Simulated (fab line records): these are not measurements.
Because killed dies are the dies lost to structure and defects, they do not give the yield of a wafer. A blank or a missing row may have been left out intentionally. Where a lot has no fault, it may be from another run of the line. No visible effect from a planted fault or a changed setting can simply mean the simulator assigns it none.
One fault seen from 2 desks / flow berkeley-cmos170 / what lay behind the numbers comes last; until then each desk has only its own

## THE METROLOGY DESK
What the gauges read, lot by lot, whatever tool the lot ran on: means of the sampled wafers that have a number. If a lot's mean is further than 4 standard deviations from the usual mean, the lot is out of limits and carries the mark OUT (the distance appears in the brackets).
Columns: A = SILICIDE_TI_RS at UCB170_SILICIDE_RS_MEAS_02, usual 26.1 ohm/sq; B = SILICIDE_TI_THK at UCB170_SILICIDE_THK_MEAS_03, usual 30.3 nm
lot=L138; first seen here=day 8 04:20; A=26.0; B=30.5
lot=L139; first seen here=day 8 05:20; A=26.6; B=29.6
lot=L142; first seen here=day 8 17:31; A=26.2; B=30.3
lot=L144; first seen here=day 8 17:53; A=26.6; B=29.7
lot=L141; first seen here=day 8 18:03; A=25.9; B=30.6
lot=L143; first seen here=day 8 18:25; A=25.6; B=30.8
lot=L140; first seen here=day 8 18:28; A=25.8; B=30.6
lot=L147; first seen here=day 9 11:33; A=26.2; B=29.9
lot=L149; first seen here=day 10 08:20; A=26.2; B=30.0
lot=L150; first seen here=day 10 08:29; A=26.0; B=30.5
lot=L151; first seen here=day 10 08:47; A=25.8; B=30.4
lot=L156; first seen here=day 11 00:11; A=26.7; B=29.7
lot=L160; first seen here=day 12 07:34; A=25.8; B=30.5
lot=L161; first seen here=day 12 07:52; A=26.2; B=30.1
This desk's finding: nothing out of limits on any of the 14 lots.

## THE TOOL OWNER'S DESK: litho-track-02
The tool's own readings at UCB170_M1_DEVELOP_08 (develop time 45 s): means of the sampled wafers that have a number, for each lot that ran on this tool. If a lot's mean is further than 4 standard deviations from the usual mean, the lot is out of limits and carries the mark OUT (the distance appears in the brackets).
Columns: A = developer-temp-C at UCB170_M1_DEVELOP_08, usual 21.00 C
lot=L138; first seen here=day 8 11:00; A=21.02
lot=L144; first seen here=day 9 02:00; A=20.93
lot=L143; first seen here=day 9 03:00; A=21.12
lot=L140; first seen here=day 9 04:00; A=20.87
lot=L141; first seen here=day 9 04:00; A=21.12
lot=L150; first seen here=day 10 16:00; A=20.25 (-8.0) OUT
lot=L151; first seen here=day 10 17:00; A=20.11 (-9.6) OUT
This desk's verdict: out of limits on L150, L151, starting with L150 at day 10 16:00 (developer-temp-C at UCB170_M1_DEVELOP_08). L138, L144, L143, L140, L141 stayed within limits.

## TAKEN TOGETHER
An alarm could have come from the tool owner's desk at day 10 16:00, on L150, L151.
Nothing out of limits was seen by the metrology desk.
The metrology desk has L150, L151 on record, within its limits.
The lots listed all ran UCB170_M1_DEVELOP_08 on litho-track-02.

## WHAT WAS PUT IN BY THE SIMULATOR
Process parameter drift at UCB170_M1_DEVELOP_08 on litho-track-02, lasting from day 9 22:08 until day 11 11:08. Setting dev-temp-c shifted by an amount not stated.
Shown lots that were struck: L150, L151.
Time in hours from fault onset to the first out-of-limits reading at each desk: the tool owner's desk, 18.
